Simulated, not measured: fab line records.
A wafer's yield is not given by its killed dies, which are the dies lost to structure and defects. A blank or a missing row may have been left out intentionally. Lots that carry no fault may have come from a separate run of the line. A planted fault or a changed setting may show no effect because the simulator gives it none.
fab line records -- flow rit-cmos
record lots=5, wafers=15, last-day=7
route steps=202 shown PWELL@44 WELLDRIVE@50 NWELL@51 NRETRO@53 PRETRO@64 GATE@75
lots that met no fault: taken from a fault-free run of the same line
start-h: hours from the record's opening day to when the first of the lot's shown wafers began -- wait-h: hours since the lot's step before -- " as in the row above -- L1.1+2: one row covering several wafers at once -- - no value present, or no start provided -- * or withheld: withheld -- < > ~ a bound
route shown NAME@n: a module of which the file shows steps, and the number in the route of the first -- usual: the fault-free wafers' mean and standard deviation -- same: alike in all rows -- chamber/n: place in a boat -- sites: per-site readings -- _std_site: standard deviation across them -- _edge_site: inner sites' mean taken away from outer sites' mean -- radius-mm: how far each site lies from the wafer's centre -- mask NAME#n: copy n -- behind: the tool/chamber that last shaped the wafer -- hold: reason for holding the lot/hours on hold/outcome of the hold -- device: the n, p or np transistor that did not switch -- end of line: the same wafers' tests at the end of the route -- a step given without rows: its recipe and nothing more -- killed: dies lost to structure and defects at the first sort, not the wafer's yield -- map: dies across one wafer; x = killed, . = not, _ = none there
set.NAME: the setting that was run; set.NAME@STEP: the one run at that earlier step -- model.NAME: the simulator's own value behind a step, which no gauge read
lots at some steps of the route; a table a step, a row a wafer
services: when a tool's chamber went out of use (start-h, in hours from the record's first day, below 0 if earlier), for how many hours, and the reason
## steps
# step RIT_PWELL_DEVELOP_05
# recipe resist=NOVOLAK, develop-time-s=68, dev-temp-c=23
# step RIT_PWELL_OVL_MEAS_06
# usual PWELL_OVL=0.5/1.5
lot.wafer,tool,chamber,start-h,wait-h,PWELL_OVL[nm]
L702.1,overlay-01,-,26.89,-,2.5
L702.2,overlay-01,-,26.89,-,0.9
L702.5,overlay-01,-,26.89,-,1.9
L704.2,overlay-01,-,37.27,-,4.0
L704.4,overlay-01,-,37.27,-,3.5
L704.6,overlay-01,-,37.27,-,1.3
L720.1,overlay-01,-,117.40,-,-1.0
L720.2,overlay-01,-,117.40,-,0.7
L720.3,overlay-01,-,117.40,-,1.9
L721.1,overlay-01,-,121.93,-,1.8
L721.5,overlay-01,-,121.93,-,0.8
L721.6,overlay-01,-,121.93,-,-0.3
L723.1,overlay-01,-,132.54,-,1.2
L723.2,overlay-01,-,132.54,-,0.9
L723.3,overlay-01,-,132.54,-,-1.0
# step RIT_PWELL_HARDBAKE_07
# recipe resist=NOVOLAK, temp-c=140, time-s=120
# step RIT_PWELL_IMPLANT_08
# recipe species=B, energy-kev=168.1, dose-cm2=7e+13, tilt-deg=7
# step RIT_PWELL_STRIP_09
# recipe chemistry=O2, time-s=180, resist=NOVOLAK, platen-temp-c=withheld, power-w=500, pressure-mtorr=4000, o2-flow-sccm=4000
# usual drypump-motor-current-A=5.5/0.5, o2-flow-sccm=3999/13
lot.wafer,tool,chamber,start-h,wait-h,drypump-motor-current-A,o2-flow-sccm,rf-hours-counter-h
L702.1,plasma-asher-01,1,27.33,0.1,5.2,3988,39
L702.2,plasma-asher-01,0,27.33,0.1,6.3,4020,39
L702.5,plasma-asher-01,0,27.33,0.1,6.3,4009,-
L704.2,plasma-asher-02,1,37.70,0.1,4.8,3980,24
L704.4,plasma-asher-02,1,37.70,0.1,4.8,4010,-
L704.6,plasma-asher-02,0,37.70,0.1,5.4,3996,-
L720.1,plasma-asher-01,1,117.84,0.1,5.2,3997,49
L720.2,plasma-asher-01,0,117.84,0.1,6.3,3997,49
L720.3,plasma-asher-01,1,117.84,0.1,5.2,3994,-
L721.1,plasma-asher-02,0,122.36,0.1,5.4,4000,33
L721.5,plasma-asher-02,0,122.36,0.1,5.4,4002,-
L721.6,plasma-asher-02,1,122.36,0.1,4.8,4004,-
L723.1,plasma-asher-03,1,132.97,0.1,6.0,3991,2
L723.2,plasma-asher-03,0,132.97,0.1,5.5,3999,2
L723.3,plasma-asher-03,1,132.97,0.1,6.0,4007,-
# step RIT_PWELL_TW_MEAS_10
# usual PWELL_TW=951/7
lot.wafer,tool,chamber,start-h,wait-h,PWELL_TW
L702.1,film-metro-03,-,27.50,0.1,948
L702.2,film-metro-03,-,27.50,0.1,944
L702.5,film-metro-03,-,27.50,0.1,947
L704.2,film-metro-01,-,37.89,0.1,971
L704.4,film-metro-01,-,37.89,0.1,966
L704.6,film-metro-01,-,37.89,0.1,965
L720.1,film-metro-03,-,118.02,0.1,954
L720.2,film-metro-03,-,118.02,0.1,949
L720.3,film-metro-03,-,118.02,0.1,951
L721.1,film-metro-04,-,122.54,0.1,948
L721.5,film-metro-04,-,122.54,0.1,945
L721.6,film-metro-04,-,122.54,0.1,953
L723.1,film-metro-03,-,133.15,0.1,948
L723.2,film-metro-03,-,133.15,0.1,943
L723.3,film-metro-03,-,133.15,0.1,944
# step RIT_WELLDRIVE_ANNEAL_00
# recipe temp-c=1100, time-s=14700, ambient=N2
# step RIT_WELLDRIVE_RS_MEAS_01
# recipe thk-meas-gauge=four-point-probe
# usual NWELL_RS=275.8/0.86
lot.wafer,tool,chamber,start-h,wait-h,NWELL_RS[ohm/sq]
L702.1,film-metro-01,-,32.65,0.0,274.9
L702.2,film-metro-01,-,32.65,0.0,275.3
L702.5,film-metro-01,-,32.65,0.0,274.8
L704.2,film-metro-01,-,43.15,0.0,275.1
L704.4,film-metro-01,-,43.15,0.0,274.6
L704.6,film-metro-01,-,43.15,0.0,275.8
L720.1,film-metro-03,-,123.16,0.0,277.7
L720.2,film-metro-03,-,123.16,0.0,275.9
L720.3,film-metro-03,-,123.16,0.0,276.2
L721.1,film-metro-03,-,127.68,0.0,276.2
L721.5,film-metro-03,-,127.68,0.0,276.3
L721.6,film-metro-03,-,127.68,0.0,276.7
L723.1,film-metro-03,-,138.41,0.0,276.7
L723.2,film-metro-03,-,138.41,0.0,275.4
L723.3,film-metro-03,-,138.41,0.0,276.0
# step RIT_WELLDRIVE_RS_MEAS_02
# recipe thk-meas-gauge=four-point-probe
# usual PWELL_RS=430.7/1.2
lot.wafer,tool,chamber,start-h,wait-h,PWELL_RS[ohm/sq]
L702.1,film-metro-01,-,32.77,0.1,431.7
L702.2,film-metro-01,-,32.77,0.1,433.6
L702.5,film-metro-01,-,32.77,0.1,431.8
L704.2,film-metro-01,-,43.27,0.1,431.4
L704.4,film-metro-01,-,43.27,0.1,430.1
L704.6,film-metro-01,-,43.27,0.1,429.4
L720.1,film-metro-03,-,123.28,0.1,431.5
L720.2,film-metro-03,-,123.28,0.1,432.5
L720.3,film-metro-03,-,123.28,0.1,431.4
L721.1,film-metro-03,-,127.80,0.1,431.8
L721.5,film-metro-03,-,127.80,0.1,432.0
L721.6,film-metro-03,-,127.80,0.1,433.1
L723.1,film-metro-03,-,138.53,0.1,431.8
L723.2,film-metro-03,-,138.53,0.1,431.1
L723.3,film-metro-03,-,138.53,0.1,431.6
# step RIT_NRETRO_HMDS_00
# recipe prime-time-s=60, prime-temp-c=140
# step RIT_NRETRO_COAT_01
# recipe resist=NOVOLAK, spin-rpm=2000, resist-thk-nm=1300
# step RIT_NRETRO_SOFTBAKE_02
# recipe resist=NOVOLAK, temp-c=90, time-s=60
# step RIT_NRETRO_EXPOSE_03
# recipe mask-id=M4, na=0.57, target-cd-nm=43900, dose-mj=250
# usual reticle-temp-C=23.01/0.1
lot.wafer,tool,chamber,start-h,wait-h,mask,reticle-temp-C
L702.1,iline-stepper-01,0,33.34,0.1,M4#0,22.86
L702.2,iline-stepper-01,0,33.34,0.1,M4#0,22.97
L702.5,iline-stepper-01,0,33.34,0.1,M4#0,22.89
L704.2,iline-stepper-02,0,43.96,0.2,M5#0,23.20
L704.4,iline-stepper-02,0,43.96,0.2,M5#0,23.06
L704.6,iline-stepper-02,0,43.96,0.2,M5#0,23.18
L720.1,iline-stepper-02,0,123.85,0.1,M4#0,22.89
L720.2,iline-stepper-02,0,123.85,0.1,M4#0,22.94
L720.3,iline-stepper-02,0,123.85,0.1,M4#0,22.93
L721.1,iline-stepper-01,0,128.50,0.2,M4#0,23.05
L721.5,iline-stepper-01,0,128.50,0.2,M4#0,22.92
L721.6,iline-stepper-01,0,128.50,0.2,M4#0,23.03
L723.1,iline-stepper-02,0,139.10,0.1,M4#0,22.78
L723.2,iline-stepper-02,0,139.10,0.1,M4#0,23.20
L723.3,iline-stepper-02,0,139.10,0.1,M4#0,22.95
# step RIT_NRETRO_PEB_04
# recipe resist=NOVOLAK, temp-c=withheld, time-s=withheld
# step RIT_NRETRO_DEVELOP_05
# recipe resist=NOVOLAK, develop-time-s=68, dev-temp-c=23
# step RIT_NRETRO_OVL_MEAS_06
# usual NRETRO_OVL=0.5/1.3
lot.wafer,tool,chamber,start-h,wait-h,NRETRO_OVL[nm]
L702.1,overlay-02,-,33.79,-,-0.6
L702.2,overlay-02,-,33.79,-,-2.0
L702.5,overlay-02,-,33.79,-,0.5
L704.2,overlay-02,-,44.38,-,-
L704.4,overlay-02,-,44.38,-,-
L704.6,overlay-02,-,44.38,-,-
L720.1,overlay-02,-,124.28,-,-1.3
L720.2,overlay-02,-,124.28,-,-1.2
L720.3,overlay-02,-,124.28,-,-1.5
L721.1,overlay-02,-,128.93,-,-1.7
L721.5,overlay-02,-,128.93,-,-0.9
L721.6,overlay-02,-,128.93,-,-1.3
L723.1,overlay-01,-,139.53,-,0.4
L723.2,overlay-01,-,139.53,-,1.7
L723.3,overlay-01,-,139.53,-,1.3
# step RIT_NRETRO_HARDBAKE_07
# recipe resist=NOVOLAK, temp-c=140, time-s=120
# step RIT_NRETRO_IMPLANT_08
# recipe species=P, energy-kev=70, dose-cm2=1.015e+13, tilt-deg=7
# step RIT_NRETRO_STRIP_09
# recipe chemistry=O2, time-s=180, resist=NOVOLAK, platen-temp-c=withheld, power-w=500, pressure-mtorr=4000, o2-flow-sccm=4000
# usual drypump-motor-current-A=5.5/0.39, o2-flow-sccm=4000/13
lot.wafer,tool,chamber,start-h,wait-h,drypump-motor-current-A,o2-flow-sccm,rf-hours-counter-h
L702.1,plasma-asher-03,0,34.22,0.1,5.5,4007,39
L702.2,plasma-asher-03,1,34.22,0.1,6.0,3992,39
L702.5,plasma-asher-03,0,34.22,0.1,5.5,3994,-
L704.2,plasma-asher-04,0,44.81,0.1,5.4,3989,40
L704.4,plasma-asher-04,1,44.81,0.1,5.0,4006,-
L704.6,plasma-asher-04,0,44.81,0.1,5.4,4020,-
L720.1,plasma-asher-04,1,124.71,0.1,5.0,4011,48
L720.2,plasma-asher-04,0,124.71,0.1,5.4,3999,48
L720.3,plasma-asher-04,1,124.71,0.1,5.0,4010,-
L721.1,plasma-asher-03,0,129.38,0.1,5.5,3982,1
L721.5,plasma-asher-03,1,129.38,0.1,6.0,4014,-
L721.6,plasma-asher-03,0,129.38,0.1,5.5,3994,-
L723.1,plasma-asher-03,0,139.97,0.1,5.5,4002,2
L723.2,plasma-asher-03,1,139.97,0.1,6.0,4021,2
L723.3,plasma-asher-03,1,139.97,0.1,6.0,4031,-
# step RIT_NRETRO_TW_MEAS_10
# usual NRETRO_TW=1060/5.6
lot.wafer,tool,chamber,start-h,wait-h,NRETRO_TW
L702.1,film-metro-02,-,34.40,0.1,1061
L702.2,film-metro-02,-,34.40,0.1,1067
L702.5,film-metro-02,-,34.40,0.1,1065
L704.2,film-metro-04,-,45.00,0.1,30
L704.4,film-metro-04,-,45.00,0.1,30
L704.6,film-metro-04,-,45.00,0.1,30
L720.1,film-metro-02,-,124.89,0.1,1058
L720.2,film-metro-02,-,124.89,0.1,1064
L720.3,film-metro-02,-,124.89,0.1,1063
L721.1,film-metro-04,-,129.56,0.1,1057
L721.5,film-metro-04,-,129.56,0.1,1058
L721.6,film-metro-04,-,129.56,0.1,1059
L723.1,film-metro-02,-,140.15,0.1,1058
L723.2,film-metro-02,-,140.15,0.1,1063
L723.3,film-metro-02,-,140.15,0.1,1059
# step RIT_PRETRO_HMDS_00
# recipe prime-time-s=60, prime-temp-c=140
# step RIT_PRETRO_COAT_01
# recipe resist=NOVOLAK, spin-rpm=2000, resist-thk-nm=1300
# step RIT_PRETRO_SOFTBAKE_02
# recipe resist=NOVOLAK, temp-c=90, time-s=60
# step RIT_PRETRO_EXPOSE_03
# recipe mask-id=M5, na=0.57, target-cd-nm=43700, dose-mj=250
# step RIT_PRETRO_PEB_04
# recipe resist=NOVOLAK, temp-c=withheld, time-s=withheld
# step RIT_PRETRO_DEVELOP_05
# recipe resist=NOVOLAK, develop-time-s=68, dev-temp-c=23
# step RIT_PRETRO_OVL_MEAS_06
# usual PRETRO_OVL=1.0/1.3
lot.wafer,tool,chamber,start-h,wait-h,PRETRO_OVL[nm]
L702.1,overlay-02,-,35.46,-,1.9
L702.2,overlay-02,-,35.46,-,1.6
L702.5,overlay-02,-,35.46,-,1.3
L704.2,overlay-01,-,46.06,-,-1.4
L704.4,overlay-01,-,46.06,-,-1.8
L704.6,overlay-01,-,46.06,-,-0.7
L720.1,overlay-01,-,125.83,-,4.8
L720.2,overlay-01,-,125.83,-,3.4
L720.3,overlay-01,-,125.83,-,3.1
L721.1,overlay-02,-,130.62,-,-0.3
L721.5,overlay-02,-,130.62,-,0.1
L721.6,overlay-02,-,130.62,-,0.1
L723.1,overlay-01,-,141.21,-,1.0
L723.2,overlay-01,-,141.21,-,0.2
L723.3,overlay-01,-,141.21,-,1.4
# step RIT_PRETRO_HARDBAKE_07
# recipe resist=NOVOLAK, temp-c=140, time-s=120
# step RIT_PRETRO_IMPLANT_08
# recipe species=B, energy-kev=45, dose-cm2=1.2e+13, tilt-deg=7
# step RIT_PRETRO_STRIP_09
# recipe chemistry=O2, time-s=180, resist=NOVOLAK, platen-temp-c=withheld, power-w=500, pressure-mtorr=4000, o2-flow-sccm=4000
# usual drypump-motor-current-A=5.4/0.35, o2-flow-sccm=3999/11
lot.wafer,tool,chamber,start-h,wait-h,drypump-motor-current-A,o2-flow-sccm,rf-hours-counter-h
L702.1,plasma-asher-04,0,35.90,0.1,5.4,4017,39
L702.2,plasma-asher-04,1,35.90,0.1,5.0,3996,39
L702.5,plasma-asher-04,1,35.90,0.1,5.0,3972,-
L704.2,plasma-asher-04,0,46.49,0.1,5.4,4036,40
L704.4,plasma-asher-04,0,46.49,0.1,5.4,4001,-
L704.6,plasma-asher-04,0,46.49,0.1,5.4,4010,-
L720.1,plasma-asher-03,0,126.27,0.1,5.5,4015,1
L720.2,plasma-asher-03,1,126.27,0.1,6.0,4000,1
L720.3,plasma-asher-03,1,126.27,0.1,6.0,3993,-
L721.1,plasma-asher-03,0,131.06,0.1,5.5,3994,1
L721.5,plasma-asher-03,0,131.06,0.1,5.5,3984,-
L721.6,plasma-asher-03,1,131.06,0.1,6.0,3991,-
L723.1,plasma-asher-03,1,141.65,0.1,6.0,3995,2
L723.2,plasma-asher-03,0,141.65,0.1,5.5,4009,2
L723.3,plasma-asher-03,0,141.65,0.1,5.5,4005,-
# step RIT_PRETRO_TW_MEAS_10
# usual PRETRO_TW=477/3
lot.wafer,tool,chamber,start-h,wait-h,PRETRO_TW
L702.1,film-metro-04,-,36.08,0.1,474
L702.2,film-metro-04,-,36.08,0.1,474
L702.5,film-metro-04,-,36.08,0.1,474
L704.2,film-metro-02,-,46.67,0.1,1095
L704.4,film-metro-02,-,46.67,0.1,1089
L704.6,film-metro-02,-,46.67,0.1,1089
L720.1,film-metro-02,-,126.44,0.1,476
L720.2,film-metro-02,-,126.44,0.1,476
L720.3,film-metro-02,-,126.44,0.1,474
L721.1,film-metro-02,-,131.23,0.1,476
L721.5,film-metro-02,-,131.23,0.1,479
L721.6,film-metro-02,-,131.23,0.1,477
L723.1,film-metro-03,-,141.82,0.1,473
L723.2,film-metro-03,-,141.82,0.1,475
L723.3,film-metro-03,-,141.82,0.1,473
# step RIT_GATE_WET_ETCH_00
# recipe chemistry=BOE, target=SiO2, target-depth-nm=56, time-s=60, dry=n2-spin, dilution=10:1, temp-c=21.5
## services
tool,chamber,start-h,hours,kind
iline-stepper-01,-,16.77,1.8,repair
iline-stepper-02,-,23.72,1.7,pm
plasma-asher-02,-,29.96,0.8,repair
iline-stepper-01,-,75.45,5.2,repair
iline-stepper-02,0,76.45,-,calibration
plasma-asher-01,-,102.22,7.6,repair
plasma-asher-03,-,108.75,9.0,pm
plasma-asher-03,0,108.75,9.0,vent-cycle
plasma-asher-03,1,108.75,9.0,vent-cycle
plasma-asher-03,0,117.75,-,clean
plasma-asher-03,1,117.75,-,clean
iline-stepper-01,0,140.42,-,calibration
## key
first-sign step=RIT_NRETRO_EXPOSE_03, reading=mask, direction=changed
effect step=RIT_NRETRO_OVL_MEAS_06, reading=NRETRO_OVL, direction=missing
effect step=RIT_NRETRO_TW_MEAS_10, reading=NRETRO_TW, direction=down, sigmas=99+, usual=1060, struck=30
effect step=RIT_PRETRO_TW_MEAS_10, reading=PRETRO_TW, direction=up, sigmas=99+, usual=477, struck=1091
met-at RIT_NRETRO_EXPOSE_03
struck-wafers L704.2,L704.4,L704.6
sort-left-out L704.2,L704.4,L704.6
tester-left-out L704
fault kind=wrong-mask, tool=any, chamber=-, onset-h=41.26, steps=RIT_NRETRO_EXPOSE_03, aux-copy=M5#0, scope=struck-lots-only
# tester-left-out: of these lots the tester's yield and bins aren't shown, on N5 and GAA mostly nor the transistor test; their killed dies are dies lost to structure and defects alone, not to doping, threshold or leakage, so they don't give the yield
# sort-left-out: the simulated sort isn't trusted on such a fault, so these wafers' sort isn't shown, and their yield isn't known
